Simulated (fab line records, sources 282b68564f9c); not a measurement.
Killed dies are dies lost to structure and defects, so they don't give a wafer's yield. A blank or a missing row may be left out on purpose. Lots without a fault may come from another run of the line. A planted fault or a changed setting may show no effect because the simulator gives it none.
Which tool did it? | flow rit_cmos | 14 lots, 42 wafers sampled, at 3 steps of a route of 202

WHAT THE GAUGES READ, wafer by wafer
RIT_NSD_TW_MEAS_10. Usual: NSD_TW 3129, standard deviation 32.
lot  | measured    | on            | NSD_TW                        | flag
L673 | day 3 04:38 | film_metro-04 | 3194 3173 3163                |
L674 | day 3 07:42 | film_metro-04 | 3181 3173 3171                |
L675 | day 3 11:40 | film_metro-04 | 3173 3171 3165                |
L676 | day 3 18:10 | film_metro-01 | 3116 3108 3089                |
L678 | day 4 02:44 | film_metro-01 | 3104 3094 3099                |
L682 | day 4 21:34 | film_metro-01 | 2723 2716 2715 2717 2717 2722 | OFF
L683 | day 5 05:40 | film_metro-04 | 2751 2741 2744 2743 2759 2759 | OFF
L684 | day 5 09:28 | film_metro-02 | 3159 3145 3126                |
L685 | day 5 12:56 | film_metro-01 | 3088 3085 3097                |
L686 | day 5 17:48 | film_metro-04 | 3164 3164 3143                |
L687 | day 5 22:41 | film_metro-02 | 3137 3138 3155                |
L689 | day 6 09:08 | film_metro-01 | 3089 3097 3101                |
L690 | day 6 13:15 | film_metro-01 | 3108 3097 3092                |
L691 | day 6 17:41 | film_metro-01 | 3096 3097 3104                |

RIT_SDANNEAL_RS_MEAS_05: measures by four-point-probe. Usual: NSD_RS 84.7 ohm/sq, standard deviation 0.3.
lot  | measured    | on            | NSD_RS (ohm/sq)                     | flag
L673 | day 3 06:48 | film_metro-01 | 84.5 84.8 84.7                      |
L674 | day 3 10:01 | film_metro-01 | 84.7 84.5 84.7                      |
L675 | day 3 13:43 | film_metro-04 | 84.7 84.6 84.5                      |
L676 | day 3 20:14 | film_metro-04 | 84.5 84.1 84.2                      |
L678 | day 4 04:50 | film_metro-04 | 84.7 85.1 85.0                      |
L682 | day 5 07:44 | film_metro-04 | 133.3 133.9 133.8 133.0 133.8 134.2 | OFF
L683 | day 5 10:02 | film_metro-02 | 135.4 135.4 135.5 135.6 135.5 135.4 | OFF
L684 | day 5 11:29 | film_metro-04 | 84.7 84.6 84.4                      |
L685 | day 5 15:14 | film_metro-04 | 84.4 84.4 85.0                      |
L686 | day 5 19:50 | film_metro-02 | 85.2 85.0 84.9                      |
L687 | day 6 00:47 | film_metro-04 | 84.5 84.8 84.6                      |
L689 | day 6 11:14 | film_metro-02 | 85.0 84.8 85.0                      |
L690 | day 6 15:19 | film_metro-01 | 84.8 84.8 85.1                      |
L691 | day 6 19:55 | film_metro-02 | 84.7 84.4 84.4                      |

WHICH TOOL RAN EACH LOT (tool, then ch and the chambers of the sampled wafers, then the start)
lot  | RIT_NSD_IMPLANT_08
L673 | implanter-01 ch 0, day 3 04:20
L674 | implanter-04 ch 0, day 3 07:23
L675 | implanter-03 ch 0, day 3 11:20
L676 | implanter-03 ch 0, day 3 17:51
L678 | implanter-04 ch 0, day 4 02:25
L682 | implanter-04 ch 0, day 4 21:15
L683 | implanter-04 ch 0, day 5 05:20
L684 | implanter-03 ch 0, day 5 09:08
L685 | implanter-01 ch 0, day 5 12:37
L686 | implanter-01 ch 0, day 5 17:23
L687 | implanter-03 ch 0, day 5 22:23
L689 | implanter-03 ch 0, day 6 08:50
L690 | implanter-03 ch 0, day 6 12:55
L691 | implanter-03 ch 0, day 6 17:21
- RIT_NSD_IMPLANT_08

WHAT THE TOOLS THEMSELVES READ (means of the sampled wafers that have a number; where no wafer has one, the mark that the record gives instead)
RIT_NSD_IMPLANT_08. Usual: dose_ions_cm2 9.999e+14, standard deviation 1.1e+12; end_station_pressure_torr 7.5e-06 Torr, standard deviation 3.9e-07; faraday_current_uA 3136, standard deviation 63; tilt_deg 6.994 degrees, standard deviation 0.019.
lot  | tool         | dose_ions_cm2 | end_station_pressure_torr (Torr) | faraday_current_uA | tilt_deg (degrees) | flag
L673 | implanter-01 | 9.995e+14     | 7.9e-06                          | 3169               | 7.014              |
L674 | implanter-04 | 1.000e+15     | 7.5e-06                          | 3088               | 7.005              |
L675 | implanter-03 | 9.992e+14     | 7.6e-06                          | 3124               | 6.977              |
L676 | implanter-03 | 9.983e+14     | 7.5e-06                          | 3159               | 6.980              |
L678 | implanter-04 | 1.000e+15     | 7.6e-06                          | 3182               | 7.018              |
L682 | implanter-04 | 5.626e+14     | 6.1e-06                          | 1792               | 6.989              | OFF
L683 | implanter-04 | 5.628e+14     | 6.2e-06                          | 1744               | 6.993              | OFF
L684 | implanter-03 | 1.001e+15     | 7.1e-06                          | 3222               | 6.986              |
L685 | implanter-01 | 9.987e+14     | 7.2e-06                          | 3090               | 7.018              |
L686 | implanter-01 | 1.000e+15     | 7.6e-06                          | 3145               | 6.995              |
L687 | implanter-03 | 1.000e+15     | 7.5e-06                          | 3143               | 6.995              |
L689 | implanter-03 | 9.989e+14     | 7.8e-06                          | 3189               | 6.981              |
L690 | implanter-03 | 1.001e+15     | 7.4e-06                          | 3136               | 6.989              |
L691 | implanter-03 | 9.999e+14     | 7.3e-06                          | 3076               | 6.964              |

THE ANSWER, worked out from the rows above alone
Rule: a lot is off if the mean of its wafers that have a number lies more than 3 standard deviations from the usual mean. A lot without any number at a reading at which 4 lots or more have one is off too. The other lots that the step has rows for count as sound. The gauges are gone through in route order, then the tools' own readings, and for those a lot's mean is taken as printed above. The first step at which some lot is off is used, and at that step the reading that is off furthest; a lot without a number counts as furthest.
Off: L682, L683, at RIT_NSD_TW_MEAS_10 (NSD_TW).
A tool fits if, at a process step before that reading, it ran every lot that is off, and no sound lot after the first of them. The gauges at RIT_NSD_TW_MEAS_10 aren't tried: what is off there is off at RIT_NSD_IMPLANT_08 too, on other tools, and a gauge's error can't cause that. One fits: implanter-04 at RIT_NSD_IMPLANT_08. Its last sound lot is L678 (day 4 02:25), its first lot that is off L682 (day 4 21:15): a fault that began between those two fits.
The tool's own readings at RIT_NSD_IMPLANT_08 bear it out: on the lots that are off they differ by more than 5 times the standard deviation of the sound lots' means. dose_ions_cm2 reads 5.627e+14 there against 9.997e+14 on the sound lots; end_station_pressure_torr reads 6.2e-06 Torr there against 7.5e-06 Torr on the sound lots; faraday_current_uA reads 1768 there against 3144 on the sound lots.

WHAT THE SIMULATOR HAD PUT IN
Process parameter drift: implanter-04, from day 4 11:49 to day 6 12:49, at RIT_NSD_IMPLANT_08. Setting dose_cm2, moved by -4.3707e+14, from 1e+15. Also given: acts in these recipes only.
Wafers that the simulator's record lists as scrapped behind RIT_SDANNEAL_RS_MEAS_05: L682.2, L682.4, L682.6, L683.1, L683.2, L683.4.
Lots struck among those shown: L682, L683. The rule above found the same.
